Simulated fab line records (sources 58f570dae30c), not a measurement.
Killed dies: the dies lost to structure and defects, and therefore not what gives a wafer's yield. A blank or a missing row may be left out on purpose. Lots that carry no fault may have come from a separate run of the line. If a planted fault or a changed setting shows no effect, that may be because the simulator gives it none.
Comparing a struck lot with a sound one | flow berkeley cmos170 | 17 out of 331 route steps
Sound: wafers L440.1, L440.2, L440.4. Struck: wafer L452.2 (left out: L452.4, L452.5 of the same lot, which were not struck); the cause appears at the end.
Each step with rows lists, per side, the tool, then ch with its chambers, then its first start. Under that, the readings that differ: sound wafers | struck wafers | difference of the means | sigmas: that difference in standard deviations of wafers without a fault.
alike: a reading whose means differ by less than 2 such deviations, as well as words and numbers matching on both sides. not compared: withheld readings; readings where some wafer has no value; bounds like >300 that might hide an equal value; numbers whose values overlap and for which the record gives no deviation.
A row with sigmas, a row that says differs or no value, or rows on one side alone: a step with any of these is where the two part. Numbers that have no deviation but don't overlap get no sigmas and don't part them. A reading that every wafer of one side lacks parts them only if that side has two wafers or more.

first, 1 step without rows for these wafers: UCB170_M3_SOFTBAKE_06 (time 60 s).
UCB170_M3_STRIP_07: strips in O2.
  sound on plasma asher-03 ch 0,1, day 8 10:01; struck on plasma asher-03 ch 0, day 10 17:11
  reading                      | sound             | struck | difference | sigmas
  strip time to endpoint s (s) | 21.84 21.85 21.80 | 22.13  | +0.30      | +4
  alike: drypump motor current A, o2 flow sccm, oes product au
  not compared: rf hours counter h
then, 3 steps without rows for these wafers: UCB170_M3_STRIP_08 (strips KrF in DMSO, time 600 s); UCB170_M3_COAT_09; UCB170_M3_COAT_10 (resist thk 900 nm).
UCB170_M3_SOFTBAKE_11: time 61.79 s.
  sound on litho track-01 ch 0; struck on litho track-03 ch 0
  alike: plate sensor t centre C, plate sensor t edge C
then, 3 steps without rows for these wafers: UCB170_M3_EXPOSE_12 (exposes mask METAL3, target cd 700 nm); UCB170_M3_PEB_13; UCB170_M3_DEVELOP_14 (develop time 45 s).
UCB170_M3_CD_MEAS_15: the cd target is 700 nm.
  sound: cd sem-01 at day 8 11:18; struck: cd sem-02 at day 10 18:23
  alike: cd nm
UCB170_M3_OVL_MEAS_16:
  sound: overlay-02 at day 8 11:25; struck: overlay-02 at day 10 18:29
  alike: M3_OVL
UCB170_M3_ETCH_17: etches BARC in N2/H2.
  sound on rie diel-04 ch 0,1,2, day 8 11:28; struck on rie diel-01 ch 1, day 10 18:31
  alike: drypump motor current A, oes product au, throttle valve pct
UCB170_M3_METAL_ETCH_18: etches Al in Cl2/BCl3, stops on SiO2, target depth 1170 nm, time 195 s.
  sound on rie metal-03 ch 0,1, day 8 11:30; struck on rie metal-01 ch 1, day 10 18:34
  reading                             | sound             | struck | difference | sigmas
  oes product au (a.u.)               | 0.853 0.830 0.855 | 0.757  | -0.089     | -6
  model.KrF_of_M3_COAT_10.thk nm (nm) | 198 233.5 196.4   | 468.3  | +259.0     |
  model.M3.feature depth nm (nm)      | 947.1 947.2 952.6 | 717.3  | -231.7     |
  model.etch.depth nm (nm)            | 889.1 892.6 894.7 | 717.3  | -174.8     |
  alike: drypump motor current A, throttle valve pct
  not compared: rf hours counter h
UCB170_M3_STRIP_19: strips in O2.
  sound on plasma asher-04 ch 0,1, day 8 11:41; struck on plasma asher-02 ch 1, day 10 18:45
  reading               | sound             | struck | difference | sigmas
  oes product au (a.u.) | 0.529 0.575 0.519 | 0.718  | +0.177     | +11
  alike: drypump motor current A, o2 flow sccm
  not compared: rf hours counter h
UCB170_M3_CD_MEAS_90: the cd target is 700 nm.
  sound: cd sem-02 at day 8 11:47; struck: cd sem-01 at day 10 18:52
  reading    | sound       | struck | difference | sigmas
  cd nm (nm) | 704 701 704 | 722    | +19        | +6
UCB170_M3_BOW_MEAS_20:
  sound: film metro-02 at day 8 11:55; struck: film metro-04 at day 10 18:59
  alike: M3_BOW
UCB170_M3_PROBE_99:
  sound: prober-02 at day 8 12:02; struck: prober-02 at day 10 19:08
  reading                           | sound | struck | difference | sigmas
  model.etest.antenna m3.short      | 0 0 0 | 1      | +1         |
  model.etest.antenna m3.over limit | 0 0 0 | 1      | +1         |
  model.etest.antenna m2.over limit | 0 0 0 | 1      | +1         |
  model.etest.antenna m2.short      | 0 0 0 | 1      | +1         |

== WHERE THEY PART ==
First at UCB170_M3_STRIP_07; last, within this record, at UCB170_M3_CD_MEAS_90. Later steps at which nothing parts them and some readings are alike: UCB170_M3_BOW_MEAS_20.

WHY: what the simulator had put in
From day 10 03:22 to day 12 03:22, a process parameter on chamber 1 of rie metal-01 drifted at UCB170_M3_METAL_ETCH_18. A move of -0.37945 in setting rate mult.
